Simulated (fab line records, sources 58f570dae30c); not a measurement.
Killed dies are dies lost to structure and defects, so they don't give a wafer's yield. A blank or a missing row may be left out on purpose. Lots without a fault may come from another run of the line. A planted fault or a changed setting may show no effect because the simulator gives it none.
Split-lot experiment | flow berkeley_cmos170 | 5 lots, 23 wafers read, on a route of 331 steps

THE SPLIT
At UCB170_PSD_IMPLANT_08, the setting dose_cm2 was moved away from the recipe's 3e+15 on 4 of the 23 wafers read, by -6.1% to +4.5%. The other wafers ran this setting at the recipe's value.

FROM THE SPLIT TO THE READING: what the file shows between them, 8 steps
- UCB170_PSD_STRIP_09: strips in O2
- UCB170_PSD_TW_MEAS_10
- UCB170_NSD_IMPLANT_08 (also split here: dose_cm2)
- UCB170_NSD_STRIP_09: strips in O2
- UCB170_BACKSIDE_STRIP_03: strips in O2 (also split here: power_w)
- UCB170_BACKSIDE_CLEAN_04: cleans in SPM, time 600 s
- UCB170_SDANNEAL_RTA_00: time 10 s
- UCB170_SDANNEAL_RTA_01: time 5 s

THE READING
PSD_RS, in ohm/sq, at UCB170_SDANNEAL_RS_MEAS_02 (measures by four-point-probe). Fault-free wafers of this fab line usually give 75.60 ohm/sq, standard deviation 0.25 ohm/sq.

wafer  | tool, chamber at the split | dose_cm2 as run | against the recipe | PSD_RS, ohm/sq | against lot-mates on the recipe
L074.1 | implanter-04, 0            | 3e+15           | recipe             | 75.57          | -
L074.2 | implanter-04, 0            | 3e+15           | recipe             | 75.67          | -
L074.3 | implanter-04, 0            | 3e+15           | recipe             | 75.70          | -
L074.5 | implanter-04, 0            | 3e+15           | recipe             | 75.44          | -
L074.6 | implanter-04, 0            | 3e+15           | recipe             | 75.54          | -
L077.2 | implanter-02, 0            | 2.818e+15       | -6.1%              | 79.51          | +3.61
L077.3 | implanter-02, 0            | 3e+15           | recipe             | 75.86          | -
L077.4 | implanter-02, 0            | 3e+15           | recipe             | 75.64          | -
L077.5 | implanter-02, 0            | 2.818e+15       | -6.1%              | 79.31          | +3.41
L077.6 | implanter-02, 0            | 3e+15           | recipe             | 76.20          | -
L075.2 | implanter-02, 0            | 3e+15           | recipe             | 76.12          | -
L075.3 | implanter-02, 0            | 3e+15           | recipe             | 75.85          | -
L075.5 | implanter-02, 0            | 3e+15           | recipe             | 76.00          | -
L085.1 | implanter-02, 0            | 3e+15           | recipe             | 75.49          | -
L085.2 | implanter-02, 0            | 3e+15           | recipe             | 75.76          | -
L085.3 | implanter-02, 0            | 3e+15           | recipe             | 75.86          | -
L085.5 | implanter-02, 0            | 3e+15           | recipe             | 75.75          | -
L085.6 | implanter-02, 0            | 3e+15           | recipe             | 75.54          | -
L084.1 | implanter-02, 0            | 3e+15           | recipe             | 75.66          | -
L084.2 | implanter-02, 0            | 3.134e+15       | +4.5%              | 73.64          | -2.01
L084.3 | implanter-02, 0            | 3e+15           | recipe             | 75.57          | -
L084.4 | implanter-02, 0            | 3.134e+15       | +4.5%              | 73.49          | -2.16
L084.6 | implanter-02, 0            | 3e+15           | recipe             | 75.71          | -

THE FIT
A straight line over all 23 wafers: PSD_RS changes by -0.562 ohm/sq for each +1% of dose_cm2; r = -0.98; the points scatter about the line by 0.23 ohm/sq.
The same after taking each lot's own level away (the mean of its wafers on the recipe; 23 wafers): -0.538 ohm/sq for each +1%; r = -0.99; scatter 0.18 ohm/sq.
On that fit, the largest move of dose_cm2 shifts the reading by 3.3 ohm/sq.
The lots' own levels span 75.584 to 75.990 ohm/sq, that is 1.6 times the standard deviation above.
So the lot-to-lot level changes the slope little: the two slopes agree.
Check: with one of the wafers moved furthest among these (-6.1%) left out of the fit, the line predicts +3.15 ohm/sq for it against its lot-mates. It came out at +3.61 ohm/sq against them.

OTHER SPLITS ON THESE WAFERS
These wafers also went through other splits before the reading. Each is held against what the fit with the lots' levels taken away leaves over:
other split on the same wafers    | wafers away from the commonest value | r with PSD_RS (lot level and that fit taken away)
UCB170_NLDD_PEB_04 peb_temp_c     | 8                                    | -0.02
UCB170_NLDD_IMPLANT_09 energy_kev | 11                                   | +0.09
UCB170_NSD_IMPLANT_08 dose_cm2    | 8                                    | -0.30
UCB170_BACKSIDE_STRIP_03 power_w  | 9                                    | -0.14

THE WHOLE CHAIN: every reading that the file lists as answering this split, in the file's order
step                       | what it does                 | reading                  | change (the file's fit)              | r (the file's)
UCB170_PSD_STRIP_09        | strips in O2                 | strip_time_to_endpoint_s | withheld for each +1% of the setting | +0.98
UCB170_PSD_TW_MEAS_10      |                              | PSD_TW                   | +7.92 for each +1% of the setting    | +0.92
UCB170_SDANNEAL_RS_MEAS_02 | measures by four-point-probe | PSD_RS                   | -0.539 for each +1% of the setting   | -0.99

THE FILE'S OWN FIT
PSD_RS changes by -0.539 ohm/sq for each +1% of dose_cm2, r = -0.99.
